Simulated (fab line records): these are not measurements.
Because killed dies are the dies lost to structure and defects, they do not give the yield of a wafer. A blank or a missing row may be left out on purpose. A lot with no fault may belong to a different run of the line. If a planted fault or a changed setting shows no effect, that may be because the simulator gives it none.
Comparing a struck lot with a sound one ; flow rit-cmos ; 15 steps out of a route of 202
Sound: the wafers L769.1, L769.3, L769.5. Struck: wafers L780.1, L780.3, L780.6. The cause is given at the end.
Per side, at each step with rows, come the tool, then ch with its chambers, and then its first start. Under that, the readings that differ: sound wafers ; struck wafers ; difference of the means ; sigmas: that difference in standard deviations of wafers without a fault.
alike: same words and numbers on both sides, and readings whose means sit less than 2 such deviations apart. not compared: any withheld reading, any reading some wafer has no value for, any bound like >300 that may hide the same value, and any number with overlapping values for which the record gives no deviation.
The two part at a step that has a row with sigmas, a row that says differs or no value, or rows on one side only. When numbers do not overlap yet have no deviation, they are printed without sigmas and do not part them. A reading that every wafer of one side lacks parts them only if that side has two wafers or more.

first, 3 steps without rows for these wafers: RIT_SDANNEAL_CLEAN_00 (cleans in SC1, time 579.2 s); RIT_SDANNEAL_CLEAN_01 (cleans in dHF, time 30 s); RIT_SDANNEAL_CLEAN_02 (cleans in SC2, time 600 s).
RIT_SDANNEAL_RTA_03: time 4.891 s.
  sound on rtp-anneal-01 ch 0, day 3 19:11; struck on rtp-anneal-01 ch 0, day 5 23:29
  alike: wafer_temp_C_max
RIT_SDANNEAL_RS_MEAS_04: measures by four-point-probe.
  sound on film-metro-04, day 3 19:14; struck on film-metro-01, day 5 23:32
reading;sound;struck;difference;sigmas
PSD_RS (ohm/sq);116.9 116.8 116.8;116.0 116.0 116.3;-0.7;-2
RIT_SDANNEAL_RS_MEAS_05: measures by four-point-probe.
  sound on film-metro-04, day 3 19:22; struck on film-metro-01, day 5 23:40
  alike: NSD_RS
RIT_SDANNEAL_RS_MEAS_06: measures by four-point-probe.
  sound on film-metro-04, day 3 19:29; struck on film-metro-01, day 5 23:47
  alike: PLDD_RS
RIT_SDANNEAL_RS_MEAS_07: measures by four-point-probe.
  sound on film-metro-04, day 3 19:36; struck on film-metro-01, day 5 23:54
  alike: NLDD_RS
then, 1 step without rows for these wafers: RIT_SILICIDE_WET_ETCH_00 (etches SiO2 in BOE, target depth 14 nm, time 15 s).
RIT_SILICIDE_SPUTTER_01: material Ti, target thk 30 nm, time 240 s.
  sound on pvd-sputter-02, day 3 19:45; struck on pvd-sputter-04, day 6 00:02
  alike: throttle-valve-pct
RIT_SILICIDE_RS_MEAS_02: measures by four-point-probe.
  sound on film-metro-03, day 3 19:54; struck on film-metro-04, day 6 00:11
  alike: SILICIDE_TI_RS
RIT_SILICIDE_THK_MEAS_03: measures by xrf.
  sound on film-metro-03, day 3 20:01; struck on film-metro-04, day 6 00:19
  alike: SILICIDE_TI_THK
RIT_SILICIDE_RTA_04: time 10 s, ramp up 5 s, ramp down 5 s.
  sound on rtp-anneal-02 ch 0, day 3 20:05; struck on rtp-anneal-02 ch 0, day 6 00:22
reading;sound;struck;difference;sigmas
wafer_temp_C_max;651.9 653.1 652.5;722.5 722.1 722.3;+69.8;+91
then, 1 step without rows for these wafers: RIT_SILICIDE_WET_ETCH_05 (etches Ti in SPM, time 120 s).
RIT_M1_PROBE_99:
  sound on prober-02, day 4 02:58; struck on prober-01, day 6 09:23
reading;sound;struck;difference;sigmas
model.etest.contact-pplus.end-ohm-um;42.72 42.79 44.04;49.92 50.06 51.15;+7.19;
model.etest.contact-nplus.end-ohm-um;40.48 41.6 41.26;49.5 49.24 49.19;+8.2;
model.etest.npoly-line.rs-ohm-sq;17.19 17.05 16.97;15.49 15.43 15.37;-1.64;
model.etest.pmos_0p15.gate-log10-a-cm2;-6.381 -6.612 -6.668;-5.096 -5.134 -5.094;+1.446;
model.etest.ppoly-line.rs-ohm-sq;16.64 16.46 16.41;15.14 15.03 14.9;-1.48;
model.etest.antenna-m1.gate-log10-a-cm2;-6.147 -6.319 -6.471;-5.127 -5.359 -5.097;+1.118;
  alike: killed-at-contacts, killed-at-front-end, killed-dies, killed-open, killed-short
  not compared: model.etest.npoly-line.line-ohm-um, model.etest.ppoly-line.line-ohm-um

== WHERE THEY PART ==
Last at RIT_SILICIDE_RTA_04 as far as this record goes, first at RIT_SDANNEAL_RS_MEAS_04. Later steps at which nothing parts them and some readings are alike: RIT_M1_PROBE_99.

WHY: what had been put in by the simulator
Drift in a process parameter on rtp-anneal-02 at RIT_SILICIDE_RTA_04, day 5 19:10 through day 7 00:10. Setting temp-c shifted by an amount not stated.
